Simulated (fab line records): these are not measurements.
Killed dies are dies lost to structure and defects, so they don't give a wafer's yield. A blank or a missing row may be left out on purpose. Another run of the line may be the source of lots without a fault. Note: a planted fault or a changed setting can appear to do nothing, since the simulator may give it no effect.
One fault seen from 2 desks ; flow berkeley_cmos170 ; what lay behind the numbers comes last; until then each desk has only its own

== THE METROLOGY DESK ==
Means of the sampled wafers that have a number, per lot and without regard to the tool the lot ran on: this is what the gauges read. If a lot's mean is further than 4 standard deviations from the usual mean, the lot is out of limits and carries the mark OUT (the distance appears in the brackets).
Columns: A = cd_nm at UCB170_V2_CD_MEAS_90, usual 700.3 nm; B = M3_AL_THK at UCB170_M3_THK_MEAS_03, usual 912 nm
lot;first seen here;A;B
L232;day 9 06:44;702.5;913
L231;day 9 07:02;700.9;913
L233;day 9 07:52;696.6;905
L235;day 9 19:11;699.4;915
L240;day 10 02:50;698.5;905
L238;day 10 06:28;699.9;904
L242;day 10 18:02;702.2;916
L245;day 11 06:48;701.6;905
L243;day 11 07:02;701.9;921
L244;day 11 08:28;702.0;916
L247;day 11 18:44;696.5;914
L246;day 11 19:00;701.5;922
L248;day 11 19:20;700.4;913
L250;day 12 06:35;699.6;906
This desk's verdict: no lot among the 14 shows anything out of limits.

== TOOL OWNER'S DESK, plasma_asher-02 ==
The tool's own readings at UCB170_M3_STRIP_07 (strips in O2): means of the sampled wafers that have a number, for each lot that ran on this tool. If a lot's mean is further than 4 standard deviations from the usual mean, the lot is out of limits and carries the mark OUT (the distance appears in the brackets).
Columns: A = drypump_motor_current_A at UCB170_M3_STRIP_07, usual 5.6 A; B = oes_product_au at UCB170_M3_STRIP_07, usual 0.734 a.u.; C = strip_time_to_endpoint_s at UCB170_M3_STRIP_07, usual 21.99 s
lot;first seen here;A;B;C
L233;day 9 08:56;5.3;0.735;22.04
L235;day 9 20:56;5.3;0.727;21.95
L240;day 10 03:43;5.5;0.735;22.16
L242;day 10 18:56;5.5;0.736;21.98
L243;day 11 08:26;5.3;0.736;22.04
This desk's verdict: no lot among the 5 shows anything out of limits.

== BROUGHT TOGETHER ==
Metrology desk: nothing out of limits seen.
The desk of the tool owner found nothing out of limits.

== WHAT THE SIMULATOR PUT IN ==
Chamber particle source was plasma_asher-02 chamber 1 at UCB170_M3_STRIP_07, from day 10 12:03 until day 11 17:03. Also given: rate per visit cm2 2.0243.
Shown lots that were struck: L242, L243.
